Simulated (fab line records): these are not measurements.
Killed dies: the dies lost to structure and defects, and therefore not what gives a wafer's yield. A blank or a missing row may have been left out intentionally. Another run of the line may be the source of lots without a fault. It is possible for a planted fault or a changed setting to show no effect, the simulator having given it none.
fab line records + flow berkeley-cmos170
record:
- lots: 14
- wafers: 42
- last-day: 12
route steps=331 shown NWELL@28
lots untouched by any fault: they come from a run of this same line in which no faults occurred
start-h: the number of hours between the record's first day and the start of the first shown wafer of the lot + wait-h: hours elapsed since this lot's preceding step + " same as the row above + L1.1+2: a single row standing in for several wafers + - either no value or no given start + * or withheld: withheld + < > ~ a bound
route shown NAME@n: names a module that has steps shown in the file, with the first one's number in the route + usual: the fault-free wafers' mean and standard deviation + same: alike in all rows + chamber/n: place in a boat + sites: per-site readings + _std_site: standard deviation of those values + _edge_site: inner sites' mean taken away from outer sites' mean + radius-mm: for every site, how far away it sits from the centre of the wafer + mask NAME#n: copy n + behind: the last tool/chamber to shape the wafer + hold: the reason the lot was held/the length of the hold in hours/how it ended + device: which transistor (n, p or np) failed to switch + end of line: tests run on the same wafers once the route is complete + a step given without rows: its recipe and nothing more + killed: at the first sort, the dies lost to defects and structure; wafer yield is something else + map: dies across one wafer; x = killed, . = not, _ = none there
set.NAME: setting as actually run; set.NAME@STEP: the setting as run at that earlier step + model.NAME: the simulator's own value behind a step, which no gauge read
one table for each step of the route and one row for each wafer, over a sample of lots
services: when a tool's chamber went out of use (start-h, in hours from the record's first day, below 0 if earlier), for how many hours, and the reason
== steps ==
step: UCB170_NWELL_IMPLANT_14
recipe:
- species: P
- dose-cm2: 1e+13
- energy-kev: 150
- tilt-deg: 7
usual:
- dose-ions-cm2: 9.999e+12/9.6e+09
- faraday-current-uA: 31.8/0.57
| lot.wafer | tool         | chamber | start-h | wait-h | dose-ions-cm2 | faraday-current-uA |
|-----------|--------------|---------|---------|--------|---------------|--------------------|
| L984.2    | implanter-04 | 0       | 40.05   | 0.1    | 1.001e+13     | 31.5               |
| L984.5    | "            | 0       | "       | "      | 1.0004e+13    | 31.1               |
| L984.6    | "            | 0       | "       | "      | 1.0007e+13    | 31.9               |
| L985.1    | implanter-04 | 0       | 45.44   | 0.1    | 9.995e+12     | 32.0               |
| L985.3    | "            | 0       | "       | "      | 9.992e+12     | 31.3               |
| L985.4    | "            | 0       | "       | "      | 9.985e+12     | 32.6               |
| L986.1    | implanter-02 | 0       | 49.73   | 0.1    | 1.0019e+13    | 30.7               |
| L986.4    | "            | 0       | "       | "      | 1.0002e+13    | 31.0               |
| L986.6    | "            | 0       | "       | "      | 1.0014e+13    | 30.9               |
| L987.3    | implanter-01 | 0       | 50.02   | 0.1    | 9.998e+12     | 31.7               |
| L987.4    | "            | 0       | "       | "      | 9.99e+12      | 31.4               |
| L987.6    | "            | 0       | "       | "      | 9.996e+12     | 31.4               |
| L988.2    | implanter-02 | 0       | 57.43   | 0.1    | 9.995e+12     | 31.9               |
| L988.4    | "            | 0       | "       | "      | 1.0003e+13    | 32.4               |
| L988.6    | "            | 0       | "       | "      | 1.0001e+13    | 30.8               |
| L990.1    | implanter-02 | 0       | 62.61   | 0.1    | 9.993e+12     | 32.7               |
| L990.2    | "            | 0       | "       | "      | 9.978e+12     | 32.3               |
| L990.6    | "            | 0       | "       | "      | 9.997e+12     | 32.1               |
| L989.2    | implanter-04 | 0       | 62.75   | 0.1    | 1.0003e+13    | 32.1               |
| L989.4    | "            | 0       | "       | "      | 1.0003e+13    | 31.6               |
| L989.5    | "            | 0       | "       | "      | 9.989e+12     | 32.2               |
| L991.3    | implanter-04 | 0       | 77.61   | 0.1    | 9.985e+12     | 31.9               |
| L991.4    | "            | 0       | "       | "      | 9.988e+12     | 31.2               |
| L991.6    | "            | 0       | "       | "      | 9.992e+12     | 31.4               |
| L994.3    | implanter-01 | 0       | 87.33   | 0.1    | 9.991e+12     | 31.5               |
| L994.4    | "            | 0       | "       | "      | 1.0008e+13    | 31.8               |
| L994.6    | "            | 0       | "       | "      | 9.979e+12     | 31.5               |
| L999.1    | implanter-04 | 0       | 110.86  | 0.1    | 1.1003e+13    | 36.1               |
| L999.4    | "            | 0       | "       | "      | 1.0993e+13    | 34.4               |
| L999.6    | "            | 0       | "       | "      | 1.1003e+13    | 35.6               |
| L101.1    | implanter-04 | 0       | 132.64  | 0.1    | 1.1002e+13    | 35.2               |
| L101.3    | "            | 0       | "       | "      | 1.1001e+13    | 35.7               |
| L101.5    | "            | 0       | "       | "      | 1.0991e+13    | 34.8               |
| L103.3    | implanter-02 | 0       | 139.52  | 0.1    | 9.995e+12     | 32.6               |
| L103.4    | "            | 0       | "       | "      | 1.0013e+13    | 32.1               |
| L103.5    | "            | 0       | "       | "      | 1.0003e+13    | 31.2               |
| L104.3    | implanter-01 | 0       | 140.39  | 0.1    | 1.0008e+13    | 32.5               |
| L104.4    | "            | 0       | "       | "      | 9.999e+12     | 31.9               |
| L104.6    | "            | 0       | "       | "      | 1.0014e+13    | 32.7               |
| L106.1    | implanter-01 | 0       | 145.67  | 0.1    | 1.0007e+13    | 31.2               |
| L106.2    | "            | 0       | "       | "      | 1.0006e+13    | 32.3               |
| L106.6    | "            | 0       | "       | "      | 1.0005e+13    | 31.7               |
== services ==
| tool         | chamber | start-h | hours | kind   |
|--------------|---------|---------|-------|--------|
| implanter-04 | -       | 18.25   | 17.0  | pm     |
| implanter-04 | -       | 57.28   | 3.0   | repair |
| implanter-02 | -       | 78.49   | 43.1  | repair |
| implanter-01 | -       | 135.86  | 3.9   | repair |
| implanter-02 | -       | 143.33  | 2.4   | repair |
== key ==
first-sign:
- step: UCB170_NWELL_IMPLANT_14
- reading: dose-ions-cm2
- direction: up
- sigmas: 99+
- usual: 9.999e+12
- struck: 1.0999e+13
effect:
- step: UCB170_NWELL_IMPLANT_14
- reading: faraday-current-uA
- direction: up
- sigmas: 6.2
- usual: 31.8
- struck: 35.3
met-at UCB170_NWELL_IMPLANT_14
struck-lots L999,L101
sort-left-out L101.1,L101.3,L101.5
tester-left-out L999,L101
onset-between 77.61 110.86
fault:
- kind: process-parameter-drift
- tool: implanter-04
- chamber: -
- onset-h: 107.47
- steps: UCB170_NWELL_IMPLANT_14
- channel: dose-cm2
- offset: 1e+12
- shape: step
- end-h: 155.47
- acts-in: these-recipes-only
- stated: 1e+13
tester-left-out: of these lots the tester's yield and bins aren't shown, on N5 and GAA mostly nor the transistor test; their killed dies are dies lost to structure and defects alone, not to doping, threshold or leakage, so they don't give the yield
sort-left-out: the simulated sort isn't trusted on such a fault, so these wafers' sort isn't shown, and their yield isn't known
